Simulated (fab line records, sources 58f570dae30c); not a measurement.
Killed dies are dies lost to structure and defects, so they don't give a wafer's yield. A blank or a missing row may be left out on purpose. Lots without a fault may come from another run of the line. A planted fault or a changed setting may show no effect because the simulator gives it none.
fab line records | flow berkeley_cmos170
record lots=7 wafers=21 last_day=11
route steps=331 shown GATE@136 PLDD@145
lots that met no fault: from a run of the same line without faults
start_h: hours from the record's first day to the start of the lot's first wafer shown | wait_h: hours since the lot's step before | " the same as in the row above | L1.1+2: a row that stands for several wafers | - no value, or no start given | * or withheld: withheld | < > ~ a bound
route shown NAME@n: a module of which the file shows steps, and the number in the route of the first | usual: mean/standard deviation of fault-free wafers | same: alike in all rows | chamber/n: place in a boat | sites: the reading at each site | _std_site: their standard deviation | _edge_site: outer sites' mean less inner sites' | radius_mm: how far each site lies from the wafer's centre | mask NAME#n: copy n | behind: the tool/chamber that last shaped the wafer | hold: why the lot was held/for how many hours/how that ended | device: the transistor (n, p or np) that didn't switch | end of line: the same wafers' tests at the end of the route | a step without rows: its recipe alone | killed: dies lost to structure and defects at the first sort, not the wafer's yield | map: a wafer's dies, x killed, . not, _ none there
set.NAME: the setting as run; set.NAME@STEP: as run at that earlier step | model.NAME: the simulator's own value behind a step, which no gauge read
lots at some steps of the route; a table a step, a row a wafer
services: from which hour (start_h, from the record's first day; less than 0 if before it) a tool's chamber was out of use, for how many hours, and why
## steps
# step UCB170_GATE_PEB_10
# recipe peb_temp_c=130 peb_time_s=withheld resist=KrF
# step UCB170_GATE_DEVELOP_11
# recipe developer=TMAH develop_time_s=45 resist=KrF dev_temp_c=21
# step UCB170_GATE_CD_MEAS_12
# recipe target_cd_nm=350
# usual cd_nm=350.0/1.2
# columns lot.wafer tool chamber start_h wait_h cd_nm
L335.3 cd_sem-01 - 141.45 - 350.7
L335.4 " - " " 350.9
L335.5 " - " " 351.0
L337.2 cd_sem-01 - 149.81 - 350.6
L337.5 " - " " 348.8
L337.6 " - " " 349.9
L342.1 cd_sem-02 - 161.06 - 351.5
L342.2 " - " " 350.7
L342.3 " - " " 350.6
L341.2 cd_sem-01 - 161.35 - 350.0
L341.4 " - " " 351.1
L341.5 " - " " 350.2
L343.4 cd_sem-01 - 170.97 - 348.5
L343.5 " - " " 349.2
L343.6 " - " " 349.3
L349.2 cd_sem-02 - 222.71 - 351.5
L349.4 " - " " 350.1
L349.6 " - " " 350.8
L350.3 cd_sem-01 - 222.73 - 349.1
L350.4 " - " " 349.0
L350.5 " - " " 348.1
# step UCB170_GATE_OVL_MEAS_13
# usual GATE_OVL=-2/4.6
# columns lot.wafer tool chamber start_h wait_h GATE_OVL[nm]
L335.3 overlay-02 - 141.55 0.1 -2
L335.4 " - " " -10
L335.5 " - " " -2
L337.2 overlay-01 - 149.91 0.1 0
L337.5 " - " " -7
L337.6 " - " " -3
L342.1 overlay-01 - 161.18 0.1 -9
L342.2 " - " " -7
L342.3 " - " " -7
L341.2 overlay-01 - 161.46 0.1 -2
L341.4 " - " " -8
L341.5 " - " " -7
L343.4 overlay-01 - 171.05 0.1 -4
L343.5 " - " " -1
L343.6 " - " " -5
L350.3 overlay-01 - 222.82 0.1 -1
L350.4 " - " " 2
L350.5 " - " " -6
L349.2 overlay-02 - 222.82 0.1 3
L349.4 " - " " 0
L349.6 " - " " 9
# step UCB170_GATE_ETCH_14
# recipe chemistry=N2/H2 target_depth_a=withheld overetch_a=withheld target=BARC time_s=withheld source_w=500 bias_w=100 pressure_mtorr=30 n2_flow_sccm=100 h2_flow_sccm=200
# usual drypump_motor_current_A=5.9/0.35 h2_flow_sccm=199.9/0.62 oes_product_au=0.998/0.014 throttle_valve_pct=13.36/0.14
# columns lot.wafer tool chamber start_h wait_h drypump_motor_current_A h2_flow_sccm oes_product_au throttle_valve_pct
L335.3 rie_diel-02 0 141.57 0.0 5.3 199.8 0.999 13.37
L335.4 " 1 " " 6.0 199.4 0.975 13.07
L335.5 " 2 " " 6.2 199.4 1.006 13.24
L337.2 rie_diel-01 0 149.94 0.0 6.2 200.0 0.991 13.21
L337.5 " 2 " " 6.0 200.9 0.998 13.41
L337.6 " 1 " " 6.2 200.4 1.026 13.40
L342.1 rie_diel-01 2 161.21 0.0 5.9 200.0 0.978 13.42
L342.2 " 3 " " 5.4 199.4 0.978 13.22
L342.3 " 1 " " 6.2 199.2 1.012 13.38
L341.2 rie_diel-04 0 161.49 0.0 6.2 200.3 0.994 13.43
L341.4 " 1 " " 5.6 200.1 0.994 13.56
L341.5 " 0 " " 6.2 200.2 1.009 13.42
L343.4 rie_diel-04 0 171.07 0.0 6.2 200.6 1.001 13.42
L343.5 " 3 " " 6.0 199.7 0.994 13.47
L343.6 " 0 " " 6.2 199.6 1.002 13.42
L350.3 rie_diel-02 1 222.84 0.0 6.0 200.6 0.975 13.08
L350.4 " 2 " " 6.2 199.2 0.998 13.24
L350.5 " 2 " " 6.2 200.1 0.997 13.23
L349.2 rie_diel-01 2 222.85 0.0 6.0 199.8 0.990 13.42
L349.4 " 3 " " 5.3 199.5 0.977 13.22
L349.6 " 1 " " 6.2 199.0 1.030 13.40
# step UCB170_GATE_ETCH_15
# recipe chemistry=HBr/Cl2 target=poly-Si stop_on=SiO2 over_etch_frac=0.3 icp_w=300 bias_w=150 time_s=56.3 pressure_mtorr=15 HBr_flow_sccm=150 Cl2_flow_sccm=50 target_depth_a=2782
# usual HBr_flow_sccm=150.0/0.44 drypump_motor_current_A=5.6/0.39 oes_product_au=0.852/0.018 throttle_valve_pct=26.38/0.2
# columns lot.wafer tool chamber start_h wait_h HBr_flow_sccm drypump_motor_current_A oes_product_au rf_hours_counter_h throttle_valve_pct
L335.3 rie_si-02 3 141.61 - 149.6 5.6 0.822 2 26.57
L335.4 " 1 " " 149.6 5.0 0.859 37 26.44
L335.5 " 1 " " 149.0 5.0 0.845 - 26.44
L337.2 rie_si-02 3 149.99 - 149.7 5.6 0.821 2 26.58
L337.5 " 0 " " 150.1 6.0 0.831 - 26.04
L337.6 " 3 " " 150.4 5.6 0.824 - 26.57
L342.1 rie_si-02 2 161.25 - 149.9 6.1 0.835 2 26.31
L342.2 " 0 " " 150.1 6.0 0.833 52 26.03
L342.3 " 1 " " 149.7 5.0 0.859 38 26.45
L341.2 rie_si-01 0 161.53 - 150.4 5.9 0.878 62 26.60
L341.4 " 2 " " 149.5 5.2 0.841 38 26.53
L341.5 " 0 " " 150.0 5.9 0.882 - 26.61
L343.4 rie_si-02 3 171.11 - 149.6 5.6 0.836 2 26.57
L343.5 " 1 " " 149.6 5.0 0.879 - 26.45
L343.6 " 2 " " 149.8 6.0 0.858 - 26.32
L350.3 rie_si-01 1 222.88 - 149.6 5.5 0.861 57 26.48
L350.4 " 3 " " 149.7 6.0 0.866 0 26.24
L350.5 " 1 " " 149.6 5.6 0.857 - 26.48
L349.2 rie_si-02 3 222.89 - 150.4 5.6 0.825 2 26.58
L349.4 " 2 " " 150.3 6.0 0.835 2 26.31
L349.6 " 0 " " 149.7 6.0 0.837 - 26.03
# step UCB170_GATE_STRIP_16
# recipe chemistry=O2 power_w=400 pressure_mtorr=3500 platen_temp_c=withheld o2_flow_sccm=400 overash_fraction=0.5
# usual drypump_motor_current_A=6.0/0.44 oes_product_au=0.725/0.0044
# columns lot.wafer tool chamber start_h wait_h drypump_motor_current_A oes_product_au rf_hours_counter_h
L335.3 plasma_asher-02 1 141.69 0.1 6.3 0.721 -
L335.4 " 0 " " 5.2 0.727 -
L335.5 " 1 " " 6.3 0.729 -
L337.2 plasma_asher-04 0 150.03 0.0 6.6 0.724 43
L337.5 " 1 " " 5.8 0.727 -
L337.6 " 0 " " 6.6 0.731 -
L342.1 plasma_asher-04 1 161.30 0.0 5.9 0.727 45
L342.2 " 0 " " 6.6 0.730 45
L342.3 " 1 " " 5.8 0.722 -
L341.2 plasma_asher-04 0 161.58 0.0 6.6 0.723 45
L341.4 " 1 " " 5.9 0.725 -
L341.5 " 0 " " 6.6 0.723 -
L343.4 plasma_asher-03 1 171.19 0.1 5.7 0.722 -
L343.5 " 1 " " 5.7 0.723 -
L343.6 " 0 " " 6.1 0.726 -
L349.2 plasma_asher-03 0 222.94 0.0 6.0 0.726 46
L349.4 " 1 " " 5.7 0.718 -
L349.6 " 0 " " 6.1 0.717 -
L350.3 plasma_asher-04 1 222.97 0.1 5.9 0.728 -
L350.4 " 0 " " 6.6 0.728 -
L350.5 " 1 " " 5.9 0.726 -
# step UCB170_GATE_CD_MEAS_90
# recipe target_cd_nm=350
# usual cd_nm=350.0/1.4
# columns lot.wafer tool chamber start_h wait_h cd_nm
L335.3 cd_sem-01 - 141.80 0.1 350.6
L335.4 " - " " 350.3
L335.5 " - " " 351.8
L337.2 cd_sem-02 - 150.15 0.1 350.9
L337.5 " - " " 348.8
L337.6 " - " " 350.5
L342.1 cd_sem-02 - 161.40 0.1 351.7
L342.2 " - " " 350.7
L342.3 " - " " 350.8
L341.2 cd_sem-02 - 161.70 0.1 349.9
L341.4 " - " " 351.0
L341.5 " - " " 350.5
L343.4 cd_sem-02 - 171.32 0.1 348.5
L343.5 " - " " 348.3
L343.6 " - " " 349.0
L350.3 cd_sem-01 - 223.12 0.1 349.0
L350.4 " - " " 349.3
L350.5 " - " " 347.9
L349.2 cd_sem-02 - 223.17 0.2 351.7
L349.4 " - " " 350.6
L349.6 " - " " 350.3
# step UCB170_GATE_CLEAN_17
# recipe chemistry=SPM temp_c=120 time_s=600
# step UCB170_PLDD_HMDS_00
# recipe prime_time_s=60 prime_temp_c=100
# step UCB170_PLDD_COAT_01
# recipe resist=KrF spin_rpm=1500 resist_thk_nm=900
# step UCB170_PLDD_SOFTBAKE_02
# recipe resist=KrF temp_c=130 time_s=60
# step UCB170_PLDD_EXPOSE_03
# recipe mask_id=PSELECT na=0.5 sigma_outer=0.6 source_shape=conventional target_cd_nm=1200 dose_mj=30
# usual exposure_dose_mJ_cm2=29.97/0.03 focus_offset_nm=0.0/0.51 stage_vel_mm_s=499.95/0.25
# columns lot.wafer tool chamber start_h wait_h mask exposure_dose_mJ_cm2 focus_offset_nm stage_vel_mm_s
L335.3 krf_scanner-01 0 142.91 0.5 PSELECT#0 29.98 0.7 500.33
L335.4 " 0 " " PSELECT#0 29.96 -0.3 500.04
L335.5 " 0 " " PSELECT#0 30.00 -0.1 499.94
L337.2 krf_scanner-02 0 151.02 0.2 PSELECT#0 30.00 0.9 500.35
L337.5 " 0 " " PSELECT#0 30.00 1.1 500.16
L337.6 " 0 " " PSELECT#0 30.00 0.0 500.16
L342.1 krf_scanner-02 - 162.27 0.2 PSELECT#0 - - -
L342.2 " - " " PSELECT#0 - - -
L342.3 " - " " PSELECT#0 - - -
L341.2 krf_scanner-01 - 162.74 0.2 PSELECT#0 - - -
L341.4 " - " " PSELECT#0 - - -
L341.5 " - " " PSELECT#0 - - -
L343.4 krf_scanner-01 - 172.32 0.1 PSELECT#0 - - -
L343.5 " - " " PSELECT#0 - - -
L343.6 " - " " PSELECT#0 - - -
L350.3 krf_scanner-02 0 224.15 0.2 PSELECT#0 29.99 0.0 500.09
L350.4 " 0 " " PSELECT#0 29.93 0.0 500.29
L350.5 " 0 " " PSELECT#0 29.94 -0.6 499.96
L349.2 krf_scanner-01 0 224.39 0.4 PSELECT#0 29.91 0.6 500.13
L349.4 " 0 " " PSELECT#0 29.93 -0.4 499.99
L349.6 " 0 " " PSELECT#0 29.94 0.6 500.09
# step UCB170_PLDD_PEB_04
# recipe peb_temp_c=130 peb_time_s=withheld resist=KrF
## services
# columns tool chamber start_h hours kind
plasma_asher-02 0 117.75 - clean
plasma_asher-02 1 117.75 - clean
krf_scanner-02 - 142.62 0.8 pm
plasma_asher-03 - 162.56 2.8 pm
rie_si-01 - 168.31 4.3 pm
rie_diel-01 0 171.49 - clean
rie_diel-01 0 171.49 24.8 scheduled_down
rie_diel-01 0 171.49 24.8 vent_cycle
rie_si-01 2 176.62 43.3 repair
rie_diel-02 - 179.25 1.1 repair
rie_diel-01 1 181.77 15.1 repair
krf_scanner-02 - 190.47 1.0 pm
krf_scanner-01 - 191.47 0.8 pm
plasma_asher-02 - 199.08 1.6 repair
krf_scanner-01 0 202.43 - calibration
rie_diel-02 1 207.25 9.3 repair
krf_scanner-01 - 208.38 0.3 repair
krf_scanner-02 - 214.59 1.3 pm
## key
first_sign step=UCB170_PLDD_EXPOSE_03 reading=tool_record direction=missing
effect none on later readings
met_at UCB170_PLDD_EXPOSE_03
struck_wafers L341.2,L341.4,L341.5,L342.1,L342.2,L342.3,L343.4,L343.5,L343.6
sort_left_out L341.2,L341.4,L341.5,L342.1,L342.2,L342.3,L343.4,L343.5,L343.6
tester_left_out L341,L342,L343
onset_between 151.02 162.27
fault kind=skipped_step_whole tool=krf_scanner-01,krf_scanner-02 chamber=- onset_h=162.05 steps=UCB170_PLDD_EXPOSE_03 scope=struck_lots_only
# tester_left_out: of these lots the tester's yield and bins aren't shown, on N5 and GAA mostly nor the transistor test; their killed dies are dies lost to structure and defects alone, not to doping, threshold or leakage, so they don't give the yield
# sort_left_out: the simulated sort isn't trusted on such a fault, so these wafers' sort isn't shown, and their yield isn't known
